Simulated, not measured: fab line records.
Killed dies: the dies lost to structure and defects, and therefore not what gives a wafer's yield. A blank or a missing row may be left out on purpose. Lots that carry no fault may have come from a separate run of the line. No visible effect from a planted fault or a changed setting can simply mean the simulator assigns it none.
Which tool is to blame? | flow rit cmos | Sampling: 15 lots, 45 wafers, 5 of 202 route steps

## WHAT THE GAUGES SHOWED, per wafer
RIT_PRETRO_TW_MEAS_10. Usual: PRETRO_TW 478.8, standard deviation 2.6.
lot  | measured    | on            | PRETRO_TW         | flag
L718 | day 3 00:13 | film metro-04 | 478.4 476.7 479.4 |
L719 | day 3 04:26 | film metro-02 | 475.2 475.8 479.0 |
L720 | day 3 08:45 | film metro-03 | 482.1 480.4 474.5 |
L721 | day 3 15:35 | film metro-02 | 474.2 478.2 477.8 |
L722 | day 3 20:28 | film metro-02 | 475.5 476.6 473.9 |
L723 | day 3 23:55 | film metro-03 | 482.7 483.7 481.7 |
L724 | day 4 04:46 | film metro-03 | 481.0 482.9 480.8 |
L725 | day 4 10:13 | film metro-02 | 475.3 474.9 480.6 |
L726 | day 4 19:05 | film metro-03 | 494.2 491.4 497.4 | OFF
L727 | day 5 01:55 | film metro-02 | 475.1 474.7 475.5 |
L728 | day 5 06:18 | film metro-03 | 493.8 496.0 491.3 | OFF
L729 | day 5 14:01 | film metro-04 | 496.4 495.6 491.1 | OFF
L735 | day 6 23:26 | film metro-02 | 479.4 478.9 477.7 |
L736 | day 6 23:46 | film metro-03 | 479.5 476.8 478.3 |
L739 | day 7 08:09 | film metro-04 | 481.1 477.2 479.5 |

RIT_PLDD_TW_MEAS_10. Usual: PLDD_TW 2360, standard deviation 13.
lot  | measured    | on            | PLDD_TW        | flag
L718 | day 3 16:02 | film metro-04 | 2353 2345 2354 |
L719 | day 3 18:34 | film metro-04 | 2352 2362 2358 |
L720 | day 4 01:27 | film metro-04 | 2375 2369 2371 |
L721 | day 4 12:06 | film metro-04 | 2368 2367 2378 |
L722 | day 4 20:09 | film metro-04 | 2375 2368 2389 |
L723 | day 4 20:23 | film metro-02 | 2352 2355 2350 |
L724 | day 5 01:07 | film metro-04 | 2369 2366 2360 |
L725 | day 5 08:14 | film metro-02 | 2331 2346 2341 |
L726 | day 5 19:45 | film metro-02 | 2343 2358 2353 |
L727 | day 6 01:43 | film metro-04 | 2367 2382 2386 |
L728 | day 6 08:10 | film metro-01 | 2361 2352 2368 |
L729 | day 6 17:13 | film metro-04 | 2375 2371 2368 |
L735 | day 7 19:20 | film metro-04 | 2356 2359 2364 |
L736 | day 7 16:37 | film metro-02 | 2347 2342 2336 |
L739 | day 7 22:56 | film metro-02 | 2354 2334 2350 |

RIT_CONTACT_OVL_MEAS_09. Usual: CONTACT_OVL 1.2 nm, standard deviation 1.6.
lot  | measured    | on         | CONTACT_OVL (nm) | flag
L718 | day 4 00:27 | overlay-01 | 1.4 1.3 0.2      |
L719 | day 4 03:06 | overlay-02 | 3.5 1.8 4.4      |
L720 | day 4 09:45 | overlay-01 | 1.2 0.0 -1.1     |
L721 | day 4 20:31 | overlay-01 | 0.9 -0.3 1.5     |
L722 | day 5 04:29 | overlay-01 | 2.4 2.2 2.9      |
L723 | day 5 04:44 | overlay-01 | -1.1 -1.3 -0.9   |
L724 | day 5 09:19 | overlay-02 | 2.5 2.4 1.9      |
L725 | day 5 16:38 | overlay-01 | 3.5 0.3 4.1      |
L726 | day 6 04:05 | overlay-02 | 0.8 1.1 1.4      |
L727 | day 6 09:58 | overlay-02 | 0.7 0.9 0.7      |
L728 | day 6 16:25 | overlay-02 | 3.1 1.1 3.9      |
L729 | day 7 01:49 | overlay-02 | 2.8 1.5 4.2      |
L735 | day 8 04:15 | overlay-01 | 0.5 1.2 0.5      |
L736 | day 8 01:34 | overlay-02 | 0.6 -0.9 -1.3    |
L739 | day 8 08:49 | overlay-01 | 1.6 0.6 0.0      |

RIT_CONTACT_CD_MEAS_90: target cd 1000 nm. Usual: 1000.0 nm for cd nm, sd 2.2.
lot  | measured    | on        | cd nm (nm)           | flag
L718 | day 4 01:01 | cd sem-02 | 1001.8 999.4 1002.5  |
L719 | day 4 03:47 | cd sem-02 | 998.5 1001.6 999.0   |
L720 | day 4 10:19 | cd sem-02 | 996.6 998.7 999.1    |
L721 | day 4 21:05 | cd sem-02 | 1002.3 1000.3 997.2  |
L722 | day 5 05:02 | cd sem-02 | 1000.5 1000.7 1000.0 |
L723 | day 5 05:17 | cd sem-02 | 1004.4 1004.7 1005.4 |
L724 | day 5 09:53 | cd sem-02 | 997.2 999.1 998.4    |
L725 | day 5 17:13 | cd sem-02 | 999.4 1001.2 999.8   |
L726 | day 6 04:38 | cd sem-02 | 999.8 999.7 1000.4   |
L727 | day 6 10:32 | cd sem-02 | 1002.0 999.3 1002.5  |
L728 | day 6 16:58 | cd sem-01 | 1002.9 1000.5 1000.2 |
L729 | day 7 02:23 | cd sem-01 | 1000.2 998.8 1000.6  |
L735 | day 8 04:49 | cd sem-02 | 1004.4 1002.0 1003.6 |
L736 | day 8 02:13 | cd sem-01 | 999.1 1000.1 999.4   |
L739 | day 8 09:24 | cd sem-02 | 1002.0 998.3 1001.6  |

## WHICH TOOL RAN EACH LOT (tool, then ch and the chambers of the sampled wafers, then the start)
lot  | RIT_PRETRO_IMPLANT_08
L718 | implanter-04 ch 0, day 2 23:54
L719 | implanter-01 ch 0, day 3 04:09
L720 | implanter-01 ch 0, day 3 08:26
L721 | implanter-01 ch 0, day 3 15:17
L722 | implanter-04 ch 0, day 3 20:09
L723 | implanter-04 ch 0, day 3 23:35
L724 | implanter-01 ch 0, day 4 04:28
L725 | implanter-04 ch 0, day 4 09:55
L726 | implanter-04 ch 0, day 4 18:46
L727 | implanter-02 ch 0, day 5 01:37
L728 | implanter-04 ch 0, day 5 05:58
L729 | implanter-04 ch 0, day 5 13:41
L735 | implanter-02 ch 0, day 6 23:08
L736 | implanter-01 ch 0, day 6 23:26
L739 | implanter-02 ch 0, day 7 07:52
- RIT_PRETRO_IMPLANT_08

## AS READ BY THE TOOLS THEMSELVES (means over the sampled wafers that have a number; for cases with no such wafer, the mark the record gives instead)
RIT_PRETRO_IMPLANT_08. Usual: 44.999 for beam energy keV, sd 0.014.
lot  | tool         | beam energy keV | flag
L718 | implanter-04 | 45.008          |
L719 | implanter-01 | 45.005          |
L720 | implanter-01 | 45.003          |
L721 | implanter-01 | 45.021          |
L722 | implanter-04 | 45.001          |
L723 | implanter-04 | 44.996          |
L724 | implanter-01 | 44.995          |
L725 | implanter-04 | 44.994          |
L726 | implanter-04 | 54.907          | OFF
L727 | implanter-02 | 45.014          |
L728 | implanter-04 | 54.918          | OFF
L729 | implanter-04 | 54.896          | OFF
L735 | implanter-02 | 45.010          |
L736 | implanter-01 | 44.985          |
L739 | implanter-02 | 45.009          |

## THE ANSWER, worked out from the rows above alone
Rule: take the mean of a lot's wafers that have a number; if it is more than 3 standard deviations from the usual mean, the lot is off. A lot without any number at a reading at which 4 lots or more have one is off too. Where the step has rows for the other lots, those lots are counted as sound. Order of review: gauges by route order, followed by the tools' own readings, for which a lot's mean as printed above is used. The first step at which some lot is off is used, and at that step the reading that is off furthest; a lot without a number counts as furthest.
Off: L726, L728, L729, at RIT_PRETRO_TW_MEAS_10 (PRETRO_TW).
If a tool, at a process step before that reading, ran all the lots that are off and no sound lot after the first of them, it fits. The gauges at RIT_PRETRO_TW_MEAS_10 aren't tried: what is off there is off at RIT_PRETRO_IMPLANT_08 too, on other tools, and a gauge's error can't cause that. One fits: implanter-04 at RIT_PRETRO_IMPLANT_08. A fault onset in the window from L725 (day 4 09:55, its last sound lot) to L726 (day 4 18:46, its first lot off) fits.
The tool's own readings at RIT_PRETRO_IMPLANT_08 bear it out: on the lots that are off they differ by more than 5 times the standard deviation of the sound lots' means. beam energy keV reads 54.907 there against 45.003 on the sound lots.

## WHAT THE SIMULATOR HAD INSERTED
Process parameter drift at RIT_PRETRO_IMPLANT_08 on implanter-04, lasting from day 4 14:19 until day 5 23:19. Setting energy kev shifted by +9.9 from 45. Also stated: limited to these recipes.
Struck lots among those shown: L726, L728, L729. This agrees with what the rule above found.
